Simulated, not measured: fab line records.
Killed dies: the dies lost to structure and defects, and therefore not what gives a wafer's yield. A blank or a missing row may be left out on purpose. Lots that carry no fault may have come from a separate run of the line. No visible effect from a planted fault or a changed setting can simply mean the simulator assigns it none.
Chamber matching / flow berkeleyCmos170 / wetBench-04 running UCB170_NVT_CLEAN_10: 4 sister chambers
The step cleans in SPM, time 600 s. 4 wafers are shown with their chamber, then 10 later ones without.

## WAFERS PAIRED WITH THEIR CHAMBERS
wafer=L253.6; chamber=0; bathGuardTempC (C)=119.6
wafer=L256.6; chamber=3; bathGuardTempC (C)=120.1
wafer=L260.6; chamber=1; bathGuardTempC (C)=120.3
wafer=L265.3; chamber=2; bathGuardTempC (C)=119.6

## WAFERS MISSING THEIR CHAMBER
wafer=L265.5; bathGuardTempC (C)=119.5
wafer=L269.1; bathGuardTempC (C)=120.0
wafer=L269.2; bathGuardTempC (C)=120.1
wafer=L269.5; bathGuardTempC (C)=120.1
wafer=L270.1; bathGuardTempC (C)=119.5
wafer=L270.2; bathGuardTempC (C)=120.0
wafer=L270.5; bathGuardTempC (C)=120.0
wafer=L271.1; bathGuardTempC (C)=119.2
wafer=L271.2; bathGuardTempC (C)=119.7
wafer=L271.4; bathGuardTempC (C)=119.2

## EACH ONE'S CHAMBER
wafer=L265.5; from the rows above=can't be placed: 0 or 2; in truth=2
wafer=L269.1; from the rows above=can't be placed: 3 or 1 or 0 or 2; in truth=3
wafer=L269.2; from the rows above=can't be placed: 3 or 1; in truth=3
wafer=L269.5; from the rows above=can't be placed: 3 or 1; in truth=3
wafer=L270.1; from the rows above=can't be placed: 0 or 2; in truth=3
wafer=L270.2; from the rows above=can't be placed: 3 or 1 or 0 or 2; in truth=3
wafer=L270.5; from the rows above=can't be placed: 3 or 1 or 0 or 2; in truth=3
wafer=L271.1; from the rows above=can't be placed: 0 or 2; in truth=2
wafer=L271.2; from the rows above=can't be placed: 0 or 2 or 3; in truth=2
wafer=L271.4; from the rows above=can't be placed: 0 or 2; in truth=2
Correct placement for 0 of the 10. Can't be placed from these rows: 10 (the true chamber is among the candidates in 9). Number placed wrongly: 0.
How it was worked out, from the rows above alone: a wafer's distance from a chamber is the root of the sum, over the readings, of the square of ((its reading less the chamber's mean) divided by the reading's scatter). The wafer belongs to the nearest chamber; if the next one is less than 2 further off, it can't be placed. Each chamber's mean is taken over the wafers shown for it. The scatter (one wafer shown for each chamber): square how far every hidden wafer sits from the nearest shown wafer, average those squares and take the square root.
